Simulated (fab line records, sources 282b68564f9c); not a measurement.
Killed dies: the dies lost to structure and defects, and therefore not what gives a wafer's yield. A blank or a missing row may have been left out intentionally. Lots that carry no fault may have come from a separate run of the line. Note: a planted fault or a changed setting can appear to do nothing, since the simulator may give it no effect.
A single fault, viewed from 2 desks + flow rit cmos + numbers are kept per desk, each desk with only its own; the story behind them comes last

## FROM THE METROLOGY DESK
What the gauges read for every lot (on any tool): the sampled wafers with a number, averaged. If a lot's mean is further than 4 standard deviations from the usual mean, the lot is out of limits and carries the mark OUT (the distance appears in the brackets).
Columns: A = PLDD_OVL at RIT_PLDD_OVL_MEAS_06, usual 1.0 nm; B = NSD_OVL at RIT_NSD_OVL_MEAS_06, usual -0.8 nm
| lot  | first seen here | A    | B    |
|------|-----------------|------|------|
| L813 | day 2 23:22     | -2.6 | 0.2  |
| L814 | day 3 10:06     | 2.7  | -1.4 |
| L815 | day 3 13:43     | 1.9  | 1.2  |
| L816 | day 3 16:36     | 1.1  | -0.9 |
| L817 | day 3 23:04     | 1.9  | -1.0 |
| L820 | day 4 14:23     | 0.8  | -1.0 |
| L822 | day 4 19:03     | 3.0  | -0.8 |
| L823 | day 5 03:41     | -0.2 | 0.7  |
| L824 | day 5 09:19     | -0.6 | 0.1  |
| L825 | day 5 12:53     | 0.2  | -1.7 |
| L828 | day 6 01:42     | 1.7  | -1.2 |
| L829 | day 6 03:23     | 0.5  | -0.8 |
| L831 | day 6 19:29     | 2.4  | -1.5 |
| L832 | day 6 23:30     | 0.4  | -1.4 |
| L836 | day 7 14:50     | 1.0  | -0.8 |
This desk found nothing out of limits on any of the 15 lots.

## DESK OF THE TOOL OWNER: implanter-01
RIT_NLDD_IMPLANT_08, tool's own readings: per-lot mean of the sampled wafers with a number, covering each lot this tool ran. If a lot's mean is further than 4 standard deviations from the usual mean, the lot is out of limits and carries the mark OUT (the distance appears in the brackets).
Columns: A = beam energy keV at RIT_NLDD_IMPLANT_08, usual 20.000
| lot  | first seen here | A                        |
|------|-----------------|--------------------------|
| L813 | day 2 21:59     | 19.997                   |
| L814 | day 3 08:44     | 20.002                   |
| L817 | day 3 21:50     | 20.005                   |
| L822 | day 4 17:44     | 20.000                   |
| L824 | day 5 08:07     | 20.003                   |
| L825 | day 5 11:33     | 20.005                   |
| L828 | day 6 00:28     | 18.969 (-99 or more) OUT |
| L829 | day 6 02:02     | 18.967 (-99 or more) OUT |
| L831 | day 6 18:08     | 18.962 (-99 or more) OUT |
This desk's finding: out of limits on L828, L829, L831; first on L828, day 6 00:28 (beam energy keV at RIT_NLDD_IMPLANT_08). L813, L814, L817, L822, L824, L825 stayed within limits.

## PUT TOGETHER
The tool owner's desk had the chance to raise an alarm at day 6 00:28 on L828, L829, L831.
From the metrology desk's view, nothing was out of limits.
The metrology desk has L828, L829, L831 on record, within its limits.
Of the lots named, all ran RIT_NLDD_IMPLANT_08 on implanter-01.

## WHAT THE SIMULATOR PUT IN
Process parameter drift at RIT_NLDD_IMPLANT_08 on implanter-01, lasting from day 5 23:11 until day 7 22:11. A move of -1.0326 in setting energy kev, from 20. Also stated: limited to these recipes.
Shown lots that were struck: L828, L829, L831.
How many hours passed from the start of the fault until each desk's first out-of-limits reading: the tool owner's desk, 1.
